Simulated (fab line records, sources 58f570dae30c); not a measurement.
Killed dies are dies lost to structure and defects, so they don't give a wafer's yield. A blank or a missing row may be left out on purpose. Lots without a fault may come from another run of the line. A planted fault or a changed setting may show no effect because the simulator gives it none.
Which tool did it? | flow berkeley_cmos170 | 13 lots, 37 wafers sampled, at 3 steps of a route of 331

WHAT THE GAUGES READ, wafer by wafer
UCB170_V1_OVL_MEAS_13.
lot  | measured     | on         | V1_OVL (nm)
L293 | day 8 22:12  | overlay-01 | -5 -14 -14
L291 | day 8 20:23  | overlay-01 | -7 -4 1
L296 | day 9 03:29  | overlay-01 | -7 -9 -6
L294 | day 9 03:13  | overlay-01 | 4 2 -2
L295 | day 9 04:29  | overlay-02 | -6 -15 -10
L297 | day 9 18:32  | overlay-01 | -4 -9 1
L299 | day 10 02:46 | overlay-01 | -4 -9 -9
L300 | day 10 03:56 | overlay-02 | -8 -6 -10
L301 | day 10 18:47 | overlay-02 | 6 7 1
L306 | day 11 17:41 | overlay-02 | -4 5 3
L308 | day 11 18:02 | overlay-02 | -2 -3 1
L311 | day 12 21:14 | overlay-02 | -2
L314 | day 13 04:05 | overlay-01 | -4 -3 -3

UCB170_M2_RS_MEAS_02: measures by four-point-probe.
lot  | measured     | on            | M2_AL_RS (ohm/sq)
L293 | day 8 22:49  | film_metro-01 | 0.0323 0.0324 0.0322
L291 | day 8 20:58  | film_metro-02 | 0.0320 0.0324 0.0328
L296 | day 9 04:05  | film_metro-02 | 0.0325 0.0327 0.0321
L294 | day 9 03:48  | film_metro-03 | 0.0315 0.0316 0.0322
L295 | day 9 05:04  | film_metro-02 | 0.0321 0.0316 0.0320
L297 | day 9 19:08  | film_metro-01 | 0.0314 0.0315 0.0320
L299 | day 10 03:22 | film_metro-03 | 0.0315 0.0320 0.0316
L300 | day 10 04:31 | film_metro-03 | 0.0321 0.0322 0.0323
L301 | day 10 19:23 | film_metro-02 | 0.0327 0.0326 0.0329
L306 | day 11 18:20 | film_metro-02 | 0.0318 0.0318 0.0318
L308 | day 11 18:39 | film_metro-03 | 0.0322 0.0321 0.0321
L311 | day 12 21:56 | film_metro-03 | 0.0321
L314 | day 13 04:41 | film_metro-03 | 0.0320 0.0325 0.0319

WHICH TOOL RAN EACH LOT (tool, then ch and the chambers of the sampled wafers, then the start)
lot  | UCB170_SILICIDE_RTA_04
L293 | rtp_anneal-01 ch 0, day 8 05:01
L291 | rtp_anneal-01 ch 0, day 8 05:29
L296 | rtp_anneal-02 ch 0, day 8 14:56
L294 | rtp_anneal-01 ch 0, day 8 15:16
L295 | rtp_anneal-02 ch 0, day 8 15:37
L297 | rtp_anneal-01 ch 0, day 9 08:19
L299 | rtp_anneal-02 ch 0, day 9 15:37
L300 | rtp_anneal-01 ch 0, day 9 15:46
L301 | rtp_anneal-02 ch 0, day 10 01:38
L306 | rtp_anneal-02 ch 0, day 11 04:02
L308 | rtp_anneal-02 ch 0, day 11 04:31
L311 | rtp_anneal-02 ch 0, day 12 07:07
L314 | rtp_anneal-02 ch 0, day 12 15:45
- UCB170_SILICIDE_RTA_04: time 15 s.

WHAT THE TOOLS THEMSELVES READ (means of the sampled wafers that have a number; where no wafer has one, the mark that the record gives instead)
UCB170_SILICIDE_RTA_04.
lot  | tool          | lamp_power_pct (%) | wafer_temp_C_max
L293 | rtp_anneal-01 | 9.5                | 651.8
L291 | rtp_anneal-01 | 9.5                | 652.0
L296 | rtp_anneal-02 | 10.8               | 652.4
L294 | rtp_anneal-01 | 9.5                | 652.1
L295 | rtp_anneal-02 | 10.8               | 652.6
L297 | rtp_anneal-01 | 9.5                | 652.0
L299 | rtp_anneal-02 | 10.8               | 653.6
L300 | rtp_anneal-01 | 9.5                | 652.4
L301 | rtp_anneal-02 | 10.8               | 652.8
L306 | rtp_anneal-02 | 10.8               | 652.4
L308 | rtp_anneal-02 | 10.8               | 653.2
L311 | rtp_anneal-02 | 10.8               | 652.9
L314 | rtp_anneal-02 | 10.8               | 652.3

THE ANSWER, worked out from the rows above alone
Rule: what is usual is taken from the lots themselves. Put in order of their means at a reading, lots are off if they are a third of the lots or fewer, leave a main group of 4 or more, and stand apart from it by a gap of 3 or more times the standard deviation of the main group's means; of several such gaps the widest counts. A main group whose means are all the same, to the digits that the tables above print for the reading, isn't used. A lot without any number at a reading at which 4 lots or more have one is off too. The other lots that the step has rows for count as sound. The gauges are gone through in route order, then the tools' own readings, and for those a lot's mean is taken as printed above. The first step at which some lot is off is used, and at that step the reading that is off furthest; a lot without a number counts as furthest.
No lot is off at any reading shown: from this, nothing can be told.

WHAT THE SIMULATOR HAD PUT IN
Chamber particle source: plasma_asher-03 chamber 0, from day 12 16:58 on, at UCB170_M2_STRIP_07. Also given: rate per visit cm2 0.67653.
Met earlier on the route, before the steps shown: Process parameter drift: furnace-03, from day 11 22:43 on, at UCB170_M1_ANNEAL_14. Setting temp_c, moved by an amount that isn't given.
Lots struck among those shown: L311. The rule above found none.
